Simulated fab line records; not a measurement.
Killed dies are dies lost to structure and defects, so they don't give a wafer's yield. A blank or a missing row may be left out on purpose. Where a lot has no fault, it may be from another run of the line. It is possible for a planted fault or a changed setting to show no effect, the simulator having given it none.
fab line records + flow rit-cmos
[record]
- lots = 6
- wafers = 18
- last-day = 7
route steps=202 shown NLDD@107 PLDD@114 M1@202
lots untouched by any fault: they come from a run of this same line in which no faults occurred
start-h: the number of hours between the record's first day and the start of the first shown wafer of the lot + wait-h: hours from the lot's prior step to this one + " repeats the value in the row above + L1.1+2: a single row standing in for several wafers + - no value present, or no start provided + * or withheld: withheld + < > ~ a bound
route shown NAME@n: names a module that has steps shown in the file, with the first one's number in the route + usual: mean and standard deviation over wafers with no fault + same: alike in all rows + chamber/n: place in a boat + sites: each site's reading + _std_site: how widely they spread, as a standard deviation + _edge_site: inner sites' mean taken away from outer sites' mean + radius-mm: how far each site lies from the wafer's centre + mask NAME#n: copy n + behind: the most recent tool/chamber to have shaped the wafer + hold: reason for holding the lot/hours on hold/outcome of the hold + device: names the non-switching transistor (n, p or np) + end of line: tests run on the same wafers once the route is complete + where a step has no rows: the recipe by itself + killed: the dies lost at the first sort to structure and to defects; this is not the yield of the wafer + map: shows each die of a wafer: x if killed, . if not, _ if none is there
set.NAME: the setting as run; set.NAME@STEP: as run at that earlier step + model.NAME: the simulator's own value behind a step, which no gauge read
a table for each step, a row for each wafer; lots at some steps of the route
services: when a tool's chamber went out of use (start-h, in hours from the record's first day, below 0 if earlier), for how many hours, and the reason
[[steps]]
[step RIT_NLDD_PEB_04]
[recipe]
- resist = NOVOLAK
- temp-c = withheld
- time-s = withheld
[step RIT_NLDD_DEVELOP_05]
[recipe]
- resist = NOVOLAK
- develop-time-s = 50
- dev-temp-c = 23
[step RIT_NLDD_OVL_MEAS_06]
[usual]
- NLDD_OVL = 0.2/1.5
| lot.wafer | tool       | chamber | start-h | wait-h | NLDD_OVL[nm] |
|-----------|------------|---------|---------|--------|--------------|
| L566.1    | overlay-02 | -       | 47.29   | -      | 0.5          |
| L566.2    | "          | -       | "       | "      | 1.2          |
| L566.3    | "          | -       | "       | "      | -0.4         |
| L569.1    | overlay-02 | -       | 61.73   | -      | 2.0          |
| L569.2    | "          | -       | "       | "      | 1.5          |
| L569.4    | "          | -       | "       | "      | 0.0          |
| L575.2    | overlay-02 | -       | 86.13   | -      | -0.3         |
| L575.3    | "          | -       | "       | "      | -0.1         |
| L575.6    | "          | -       | "       | "      | 0.9          |
| L577.3    | overlay-02 | -       | 102.25  | -      | -1.4         |
| L577.4    | "          | -       | "       | "      | 0.6          |
| L577.5    | "          | -       | "       | "      | 0.4          |
| L579.1    | overlay-02 | -       | 107.44  | -      | -0.1         |
| L579.4    | "          | -       | "       | "      | 0.2          |
| L579.6    | "          | -       | "       | "      | 1.8          |
| L587.1    | overlay-02 | -       | 147.85  | -      | -2.1         |
| L587.3    | "          | -       | "       | "      | -0.4         |
| L587.6    | "          | -       | "       | "      | 0.3          |
[step RIT_NLDD_HARDBAKE_07]
[recipe]
- resist = NOVOLAK
- temp-c = 140
- time-s = 60
[step RIT_NLDD_IMPLANT_08]
[recipe]
- species = P
- energy-kev = 20
- dose-cm2 = 5e+14
- tilt-deg = 7
[step RIT_NLDD_STRIP_09]
[recipe]
- chemistry = O2
- time-s = 180
- resist = NOVOLAK
- platen-temp-c = withheld
- power-w = 500
- pressure-mtorr = 4000
- o2-flow-sccm = 4000
[usual]
- drypump-motor-current-A = 6.0/0.53
- rf-refl-power-W = 6.3/1.1
| lot.wafer | tool            | chamber | start-h | wait-h | drypump-motor-current-A | rf-hours-counter-h | rf-refl-power-W |
|-----------|-----------------|---------|---------|--------|-------------------------|--------------------|-----------------|
| L566.1    | plasma-asher-02 | 0       | 47.62   | 0.1    | 6.1                     | 26                 | 5.1             |
| L566.2    | "               | 1       | "       | "      | 6.4                     | 26                 | 7.6             |
| L566.3    | "               | 0       | "       | "      | 6.1                     | -                  | 5.2             |
| L569.1    | plasma-asher-01 | 1       | 62.31   | 0.1    | 5.1                     | 43                 | 4.9             |
| L569.2    | "               | 0       | "       | "      | 6.6                     | 43                 | 6.5             |
| L569.4    | "               | 1       | "       | "      | 5.1                     | -                  | 5.4             |
| L575.2    | plasma-asher-04 | 1       | 86.46   | 0.1    | 5.4                     | 44                 | 7.5             |
| L575.3    | "               | 1       | "       | "      | 5.4                     | -                  | 7.5             |
| L575.6    | "               | 1       | "       | "      | 5.4                     | -                  | 7.8             |
| L577.3    | plasma-asher-04 | 1       | 102.65  | 0.1    | 5.4                     | -                  | 8.0             |
| L577.4    | "               | 0       | "       | "      | 6.0                     | -                  | 6.2             |
| L577.5    | "               | 0       | "       | "      | 6.0                     | -                  | 6.1             |
| L579.1    | plasma-asher-01 | 0       | 107.78  | 0.1    | 6.6                     | 48                 | 6.0             |
| L579.4    | "               | 1       | "       | "      | 5.1                     | -                  | 4.8             |
| L579.6    | "               | 0       | "       | "      | 6.6                     | -                  | 6.3             |
| L587.1    | plasma-asher-02 | 1       | 148.18  | 0.1    | 6.4                     | 38                 | 7.6             |
| L587.3    | "               | 0       | "       | "      | 6.1                     | -                  | 5.1             |
| L587.6    | "               | 0       | "       | "      | 6.1                     | -                  | 5.2             |
[step RIT_NLDD_TW_MEAS_10]
[usual]
- NLDD_TW = 2494/17
| lot.wafer | tool          | chamber | start-h | wait-h | NLDD_TW |
|-----------|---------------|---------|---------|--------|---------|
| L566.1    | film-metro-01 | -       | 47.80   | 0.1    | 2521    |
| L566.2    | "             | -       | "       | "      | 2488    |
| L566.3    | "             | -       | "       | "      | 2485    |
| L569.1    | film-metro-01 | -       | 62.49   | 0.1    | 2489    |
| L569.2    | "             | -       | "       | "      | 2486    |
| L569.4    | "             | -       | "       | "      | 2498    |
| L575.2    | film-metro-04 | -       | 86.65   | 0.1    | 2523    |
| L575.3    | "             | -       | "       | "      | 2515    |
| L575.6    | "             | -       | "       | "      | 2515    |
| L577.3    | film-metro-02 | -       | 102.79  | 0.1    | 2469    |
| L577.4    | "             | -       | "       | "      | 2452    |
| L577.5    | "             | -       | "       | "      | 2458    |
| L579.1    | film-metro-01 | -       | 107.95  | 0.1    | 2487    |
| L579.4    | "             | -       | "       | "      | 2497    |
| L579.6    | "             | -       | "       | "      | 2498    |
| L587.1    | film-metro-02 | -       | 148.37  | 0.1    | 2475    |
| L587.3    | "             | -       | "       | "      | 2500    |
| L587.6    | "             | -       | "       | "      | 2479    |
[step RIT_PLDD_HMDS_00]
[recipe]
- prime-time-s = 60
- prime-temp-c = 140
[step RIT_PLDD_COAT_01]
[recipe]
- resist = NOVOLAK
- spin-rpm = 3250
- resist-thk-nm = 1000
[step RIT_PLDD_SOFTBAKE_02]
[recipe]
- resist = NOVOLAK
- temp-c = 90
- time-s = 60
[step RIT_PLDD_EXPOSE_03]
[recipe]
- mask-id = M8
- na = 0.57
- target-cd-nm = 40900
- dose-mj = 250
[step RIT_PLDD_PEB_04]
[recipe]
- resist = NOVOLAK
- temp-c = withheld
- time-s = withheld
[step RIT_PLDD_DEVELOP_05]
[recipe]
- resist = NOVOLAK
- develop-time-s = 50
- dev-temp-c = 23
[usual]
- developer-temp-C = 23.01/0.11
- resist-line-temp-C = 22.99/0.093
| lot.wafer | tool           | chamber | start-h | wait-h | developer-temp-C | resist-line-temp-C |
|-----------|----------------|---------|---------|--------|------------------|--------------------|
| L566.1    | litho-track-03 | 0       | 48      | -      | 23.05            | 22.99              |
| L566.2    | "              | 0       | "       | "      | 23.10            | 22.87              |
| L566.3    | "              | 0       | "       | "      | 22.95            | 22.98              |
| L569.1    | litho-track-01 | 0       | 63      | -      | 23.09            | 22.99              |
| L569.2    | "              | 0       | "       | "      | 23.15            | 22.95              |
| L569.4    | "              | 0       | "       | "      | 22.95            | 23.03              |
| L575.2    | litho-track-01 | 0       | 87      | -      | 22.12            | 23.07              |
| L575.3    | "              | 0       | "       | "      | 22.07            | 23.06              |
| L575.6    | "              | 0       | "       | "      | 22.12            | 23.14              |
| L577.3    | litho-track-03 | 0       | 103     | -      | 23.22            | 23.05              |
| L577.4    | "              | 0       | "       | "      | 23.07            | 23.02              |
| L577.5    | "              | 0       | "       | "      | 23.12            | 22.98              |
| L579.1    | litho-track-01 | 0       | 108     | -      | 22.19            | 22.88              |
| L579.4    | "              | 0       | "       | "      | 22.25            | 22.98              |
| L579.6    | "              | 0       | 109     | -      | 22.00            | 22.94              |
| L587.1    | litho-track-03 | 0       | 149     | -      | 22.90            | 22.95              |
| L587.3    | "              | 0       | "       | "      | 22.89            | 22.98              |
| L587.6    | "              | 0       | "       | "      | 23.06            | 22.80              |
[step RIT_PLDD_OVL_MEAS_06]
[usual]
- PLDD_OVL = -0.2/1.2
| lot.wafer | tool       | chamber | start-h | wait-h | PLDD_OVL[nm] |
|-----------|------------|---------|---------|--------|--------------|
| L566.1    | overlay-02 | -       | 48.82   | -      | 0.5          |
| L566.2    | "          | -       | "       | "      | 0.6          |
| L566.3    | "          | -       | "       | "      | -0.1         |
| L569.1    | overlay-01 | -       | 63.61   | -      | 1.9          |
| L569.2    | "          | -       | "       | "      | -0.5         |
| L569.4    | "          | -       | "       | "      | 0.2          |
| L575.2    | overlay-02 | -       | 87.75   | -      | 0.2          |
| L575.3    | "          | -       | "       | "      | 0.8          |
| L575.6    | "          | -       | "       | "      | 2.0          |
| L577.3    | overlay-01 | -       | 103.81  | -      | -0.9         |
| L577.4    | "          | -       | "       | "      | -0.5         |
| L577.5    | "          | -       | "       | "      | -1.3         |
| L579.1    | overlay-02 | -       | 109.03  | -      | -1.6         |
| L579.4    | "          | -       | "       | "      | -1.3         |
| L579.6    | "          | -       | "       | "      | 0.3          |
| L587.1    | overlay-02 | -       | 149.28  | -      | -0.3         |
| L587.3    | "          | -       | "       | "      | -1.2         |
| L587.6    | "          | -       | "       | "      | -1.2         |
[step RIT_M1_PROBE_99]
[usual]
- killed-at-contacts = 0.1/0.25
- killed-at-front-end = 8/3.3
- killed-dies = 8/3.3
- killed-open = 3.9/2.1
- killed-short = 3.8/2.2
[same]
- gross-dies = 264
- killed_at_M0_to_M3 = 0
- killed_at_M4_up = 0
- killed-at-back-side = 0
- killed-at-other = 0
| lot.wafer | tool      | chamber | start-h | wait-h | killed-at-contacts | killed-at-front-end | killed-dies | killed-open | killed-short |
|-----------|-----------|---------|---------|--------|--------------------|---------------------|-------------|-------------|--------------|
| L566.1    | prober-01 | -       | 63.52   | 0.1    | 0                  | 12                  | 12          | 4           | 8            |
| L566.2    | prober-01 | -       | 63.57   | 0.1    | 0                  | 7                   | 7           | 3           | 4            |
| L566.3    | prober-01 | -       | 63.62   | 0.2    | 0                  | 7                   | 7           | 5           | 2            |
| L569.1    | prober-01 | -       | 79.46   | 0.1    | 0                  | 7                   | 7           | 2           | 5            |
| L569.2    | prober-01 | -       | 79.51   | 0.1    | 0                  | 3                   | 3           | 1           | 1            |
| L569.4    | prober-01 | -       | 79.61   | 0.2    | 0                  | 3                   | 3           | 3           | 0            |
| L575.2    | prober-01 | -       | 103.72  | 0.1    | 0                  | 8                   | 8           | 4           | 4            |
| L575.3    | prober-01 | -       | 103.77  | 0.2    | 0                  | 5                   | 5           | 5           | 0            |
| L575.6    | prober-01 | -       | 103.92  | 0.2    | 0                  | 12                  | 12          | 7           | 5            |
| L577.3    | prober-01 | -       | 118.77  | 0.2    | 0                  | 8                   | 8           | 2           | 6            |
| L577.4    | prober-01 | -       | 118.82  | 0.2    | 0                  | 9                   | 9           | 7           | 2            |
| L577.5    | prober-01 | -       | 118.87  | 0.2    | 0                  | 5                   | 5           | 3           | 2            |
| L579.1    | prober-01 | -       | 123.53  | 0.1    | 0                  | 9                   | 9           | 6           | 3            |
| L579.4    | prober-01 | -       | 123.68  | 0.2    | 0                  | 4                   | 4           | 3           | 1            |
| L579.6    | prober-01 | -       | 123.78  | 0.2    | 1                  | 6                   | 7           | 5           | 2            |
| L587.1    | prober-01 | -       | 163.69  | 0.1    | 0                  | 10                  | 10          | 4           | 6            |
| L587.3    | prober-01 | -       | 163.79  | 0.2    | 0                  | 11                  | 11          | 5           | 6            |
| L587.6    | prober-01 | -       | 163.94  | 0.2    | 0                  | 7                   | 7           | 4           | 3            |
// killed by level:class
L566.1 GATE:geometric-particle:short=5 FOX1:geometric-particle:open=2 SPACER:geometric-particle:short=2 FOX2:geometric-particle:open=1 GATE:geometric-particle:open=1 REOX:geometric-particle:short=1
L566.2 SPACER:geometric-particle:open=2 FOX2:geometric-particle:short=1 GATE:geometric-particle:short=1 GATE:geometric-particle:open=1 SPACER:geometric-particle:short=1 SILICIDE:geometric-particle:short=1
L566.3 FOX1:geometric-particle:open=2 FOX2:geometric-particle:open=2 GATE:geometric-particle:short=1 REOX:geometric-particle:short=1 REOX:geometric-particle:open=1
L569.1 GATE:geometric-particle:open=2 SPACER:geometric-particle:short=2 FOX2:geometric-particle:short=1 GATE:geometric-particle:short=1 REOX:geometric-particle:short=1
L569.2 FOX1:geometric-particle:open=1 GATE:geometric-particle:short=1 ACTIVE:coat-microbubble-printed=1
L569.4 GATE:geometric-particle:open=1 REOX:geometric-particle:open=1 SPACER:geometric-particle:open=1
L575.2 SPACER:geometric-particle:open=2 SILICIDE:geometric-particle:short=2 SILICIDE:geometric-particle:open=2 GATE:geometric-particle:short=1 SPACER:geometric-particle:short=1
L575.3 GATE:geometric-particle:open=3 REOX:geometric-particle:open=1 SILICIDE:geometric-particle:open=1
L575.6 GATE:geometric-particle:short=3 FOX2:geometric-particle:open=2 SPACER:geometric-particle:open=2 FOX1:geometric-particle:short=1 GATE:geometric-particle:open=1 REOX:geometric-particle:open=1 SPACER:geometric-particle:short=1 SILICIDE:geometric-particle:open=1
L577.3 GATE:geometric-particle:open=2 GATE:geometric-particle:short=2 SPACER:geometric-particle:short=2 FOX2:geometric-particle:short=1 SILICIDE:geometric-particle:short=1
L577.4 GATE:geometric-particle:open=4 REOX:geometric-particle:open=2 FOX2:geometric-particle:open=1 SPACER:geometric-particle:short=1 SILICIDE:geometric-particle:short=1
L577.5 GATE:geometric-particle:open=2 SILICIDE:geometric-particle:short=2 REOX:geometric-particle:open=1
L579.1 GATE:geometric-particle:open=3 FOX1:geometric-particle:short=1 FOX1:geometric-particle:open=1 REOX:geometric-particle:short=1 REOX:geometric-particle:open=1 SILICIDE:geometric-particle:short=1 SILICIDE:geometric-particle:open=1
L579.4 REOX:geometric-particle:open=2 REOX:geometric-particle:short=1 SILICIDE:geometric-particle:open=1
L579.6 SILICIDE:geometric-particle:open=2 GATE:geometric-particle:open=1 REOX:geometric-particle:open=1 SPACER:geometric-particle:open=1 SILICIDE:geometric-particle:short=1 CONTACT:geometric-particle:short=1
L587.1 GATE:geometric-particle:short=2 REOX:geometric-particle:short=2 SILICIDE:geometric-particle:open=2 FOX2:geometric-particle:open=1 FOX2:geometric-particle:short=1 GATE:geometric-particle:open=1 SPACER:geometric-particle:short=1
L587.3 FOX2:geometric-particle:short=2 GATE:geometric-particle:open=2 REOX:geometric-particle:open=2 FOX1:geometric-particle:short=1 GATE:geometric-particle:short=1 SPACER:geometric-particle:short=1 SILICIDE:geometric-particle:open=1 SILICIDE:geometric-particle:short=1
L587.6 GATE:geometric-particle:open=2 FOX1:geometric-particle:open=1 GATE:geometric-particle:short=1 REOX:geometric-particle:open=1 SPACER:geometric-particle:short=1 SILICIDE:geometric-particle:short=1
[[services]]
| tool            | chamber | start-h | hours | kind       |
|-----------------|---------|---------|-------|------------|
| plasma-asher-04 | -       | 108.75  | 9.0   | pm         |
| plasma-asher-04 | 0       | 108.75  | 9.0   | vent-cycle |
| plasma-asher-04 | 1       | 108.75  | 9.0   | vent-cycle |
| plasma-asher-01 | -       | 112.34  | 9.9   | pm         |
| plasma-asher-04 | 0       | 117.75  | -     | clean      |
| plasma-asher-04 | 1       | 117.75  | -     | clean      |
[[key]]
[first-sign]
- step = RIT_PLDD_DEVELOP_05
- reading = developer-temp-C
- direction = down
- sigmas = 8.3
- usual = *
- struck = *
effect none on later readings
met-at RIT_PLDD_DEVELOP_05
struck-wafers L575.2,L575.3,L575.6,L579.1,L579.4,L579.6
tester-left-out L575,L579
onset-between 63 87
[fault]
- kind = process-parameter-drift
- tool = litho-track-01
- chamber = -
- onset-h = 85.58
- steps = RIT_PLDD_DEVELOP_05
- channel = dev-temp-c
- offset = *
- shape = step
- end-h = 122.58
- acts-in = *
- stated = *
// tester-left-out: of these lots the tester's yield and bins aren't shown, on N5 and GAA mostly nor the transistor test; their killed dies are dies lost to structure and defects alone, not to doping, threshold or leakage, so they don't give the yield
